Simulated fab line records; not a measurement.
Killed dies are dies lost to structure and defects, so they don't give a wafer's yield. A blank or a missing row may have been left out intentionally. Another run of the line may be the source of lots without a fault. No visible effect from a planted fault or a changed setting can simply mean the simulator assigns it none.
What tool caused it? / flow berkeley cmos170 / 42 wafers from 14 lots sampled at 4 of the route's 331 steps

== WHAT THE GAUGES SHOWED, per wafer ==
UCB170_START_BOW_MEAS_00. Usual: INCOMING_BOW typically reads 0 um, with standard deviation 6.1.
lot=L428; measured=day 1 10:00; on=film metro-04; INCOMING_BOW (um)=12 -3 -10; flag=
lot=L429; measured=day 1 15:02; on=film metro-02; INCOMING_BOW (um)=6 -3 9; flag=
lot=L430; measured=day 1 20:02; on=film metro-03; INCOMING_BOW (um)=3 -3 -9; flag=
lot=L431; measured=day 2 01:00; on=film metro-03; INCOMING_BOW (um)=-3 -3 -2; flag=
lot=L433; measured=day 2 11:00; on=film metro-04; INCOMING_BOW (um)=-2 -8 -5; flag=
lot=L434; measured=day 2 16:01; on=film metro-04; INCOMING_BOW (um)=-5 -9 4; flag=
lot=L435; measured=day 2 21:01; on=film metro-04; INCOMING_BOW (um)=-3 -1 0; flag=
lot=L436; measured=day 3 02:00; on=film metro-02; INCOMING_BOW (um)=-7 1 -2; flag=
lot=L439; measured=day 3 17:04; on=film metro-03; INCOMING_BOW (um)=-6 9 8; flag=
lot=L443; measured=day 4 13:00; on=film metro-02; INCOMING_BOW (um)=0 1 1; flag=
lot=L444; measured=day 4 18:00; on=film metro-02; INCOMING_BOW (um)=-3 1 -4; flag=
lot=L445; measured=day 4 23:01; on=film metro-03; INCOMING_BOW (um)=9 7 -14; flag=
lot=L450; measured=day 6 00:00; on=film metro-02; INCOMING_BOW (um)=-11 -2 -3; flag=
lot=L451; measured=day 6 05:01; on=film metro-04; INCOMING_BOW (um)=9 6 -2; flag=

UCB170_START_THK_MEAS_03. Usual: START_OXIDE_THK typically reads 19.5 nm, with standard deviation 0.45.
lot=L428; measured=day 1 13:22; on=film metro-02; START_OXIDE_THK (nm)=19.3 19.4 19.5; flag=
lot=L429; measured=day 1 18:47; on=film metro-03; START_OXIDE_THK (nm)=19.8 19.8 19.6; flag=
lot=L430; measured=day 2 00:10; on=film metro-02; START_OXIDE_THK (nm)=19.0 18.9 19.2; flag=
lot=L431; measured=day 2 07:33; on=film metro-03; START_OXIDE_THK (nm)=19.6 19.9 19.7; flag=
lot=L433; measured=day 2 12:49; on=film metro-04; START_OXIDE_THK (nm)=19.7 19.7 19.7; flag=
lot=L434; measured=day 2 21:23; on=film metro-04; START_OXIDE_THK (nm)=19.9 19.5 19.7; flag=
lot=L435; measured=day 3 02:01; on=film metro-03; START_OXIDE_THK (nm)=18.3 18.4 18.5; flag=
lot=L436; measured=day 3 08:44; on=film metro-03; START_OXIDE_THK (nm)=19.7 19.4 19.5; flag=
lot=L439; measured=day 3 20:47; on=film metro-03; START_OXIDE_THK (nm)=19.7 19.5 19.6; flag=
lot=L443; measured=day 4 18:39; on=film metro-02; START_OXIDE_THK (nm)=19.8 19.6 20.1; flag=
lot=L444; measured=day 5 00:23; on=film metro-04; START_OXIDE_THK (nm)=19.2 19.1 19.4; flag=
lot=L445; measured=day 5 04:29; on=film metro-02; START_OXIDE_THK (nm)=19.0 19.2 18.9; flag=
lot=L450; measured=day 6 07:36; on=film metro-03; START_OXIDE_THK (nm)=20.6 20.7 20.3; flag=
lot=L451; measured=day 6 07:37; on=film metro-02; START_OXIDE_THK (nm)=19.6 19.5 19.3; flag=

UCB170_GATE_CD_MEAS_90 targets a cd of 350 nm. Usual: cd nm 350.6 nm, standard deviation 1.4.
lot=L428; measured=day 6 20:56; on=cd sem-01; cd nm (nm)=352.1 350.2 349.3; flag=
lot=L429; measured=day 6 20:49; on=cd sem-02; cd nm (nm)=348.3 349.3 348.6; flag=
lot=L430; measured=day 7 17:49; on=cd sem-01; cd nm (nm)=351.6 350.6 353.0; flag=
lot=L431; measured=day 8 01:08; on=cd sem-02; cd nm (nm)=350.6 351.5 350.4; flag=
lot=L433; measured=day 8 00:41; on=cd sem-02; cd nm (nm)=351.4 350.4 351.7; flag=
lot=L434; measured=day 8 17:37; on=cd sem-01; cd nm (nm)=350.8 350.0 350.5; flag=
lot=L435; measured=day 8 17:50; on=cd sem-01; cd nm (nm)=349.8 350.1 349.7; flag=
lot=L436; measured=day 8 17:22; on=cd sem-01; cd nm (nm)=350.3 349.8 350.3; flag=
lot=L439; measured=day 9 07:09; on=cd sem-01; cd nm (nm)=346.9 350.4 346.9; flag=
lot=L443; measured=day 10 12:20; on=cd sem-02; cd nm (nm)=350.0 351.0 351.3; flag=
lot=L444; measured=day 10 12:02; on=cd sem-02; cd nm (nm)=352.1 352.2 351.9; flag=
lot=L445; measured=day 10 12:08; on=cd sem-01; cd nm (nm)=347.7 349.2 348.3; flag=
lot=L450; measured=day 12 13:33; on=cd sem-01; cd nm (nm)=352.9 351.4 352.6; flag=
lot=L451; measured=day 12 13:15; on=cd sem-01; cd nm (nm)=351.1 351.0 353.7; flag=

== WHICH TOOL RAN EACH LOT (tool, then ch and the chambers of the sampled wafers, then the start) ==
lot=L428; UCB170_ACTIVE_CLEAN_00=wet bench-04 ch 0, day 4 02:07
lot=L429; UCB170_ACTIVE_CLEAN_00=wet bench-04 ch 3, day 4 02:07
lot=L430; UCB170_ACTIVE_CLEAN_00=wet bench-03 ch 0, day 4 13:50
lot=L431; UCB170_ACTIVE_CLEAN_00=wet bench-04 ch 2, day 4 23:03
lot=L433; UCB170_ACTIVE_CLEAN_00=wet bench-04 ch 0, day 4 23:03
lot=L434; UCB170_ACTIVE_CLEAN_00=wet bench-03 ch 2, day 5 12:48
lot=L435; UCB170_ACTIVE_CLEAN_00=wet bench-02 ch 1, day 5 21:14
lot=L436; UCB170_ACTIVE_CLEAN_00=wet bench-02 ch 1, day 5 21:14
lot=L439; UCB170_ACTIVE_CLEAN_00=wet bench-04 ch 2, day 6 10:34
lot=L443; UCB170_ACTIVE_CLEAN_00=wet bench-02 ch 3, day 7 08:19
lot=L444; UCB170_ACTIVE_CLEAN_00=wet bench-02 ch 2, day 7 13:58
lot=L445; UCB170_ACTIVE_CLEAN_00=wet bench-02 ch 2, day 7 13:58
lot=L450; UCB170_ACTIVE_CLEAN_00=wet bench-04 ch 0, day 9 05:07
lot=L451; UCB170_ACTIVE_CLEAN_00=wet bench-04 ch 1, day 9 05:07
- UCB170_ACTIVE_CLEAN_00: cleans in SPM, time 600 s.

== WHAT THE TOOLS THEMSELVES READ (means of the sampled wafers that have a number; where no wafer has one, the mark that the record gives instead) ==
The record holds no such reading with a usual standard deviation.

== THE ANSWER, worked out from the rows above alone ==
Rule: a lot counts as off when the mean over its wafers that have a number is more than 3 standard deviations away from the usual mean. A lot without any number at a reading at which 4 lots or more have one is off too. Where the step has rows for the other lots, those lots are counted as sound. After the gauges, taken in route order, come the tools' own readings; for these a lot's mean is taken, as printed above. The first step at which some lot is off is used, and at that step the reading that is off furthest; a lot without a number counts as furthest.
No lot is off at any reading shown: from this, nothing can be told.

== WHAT THE SIMULATOR HAD PUT IN ==
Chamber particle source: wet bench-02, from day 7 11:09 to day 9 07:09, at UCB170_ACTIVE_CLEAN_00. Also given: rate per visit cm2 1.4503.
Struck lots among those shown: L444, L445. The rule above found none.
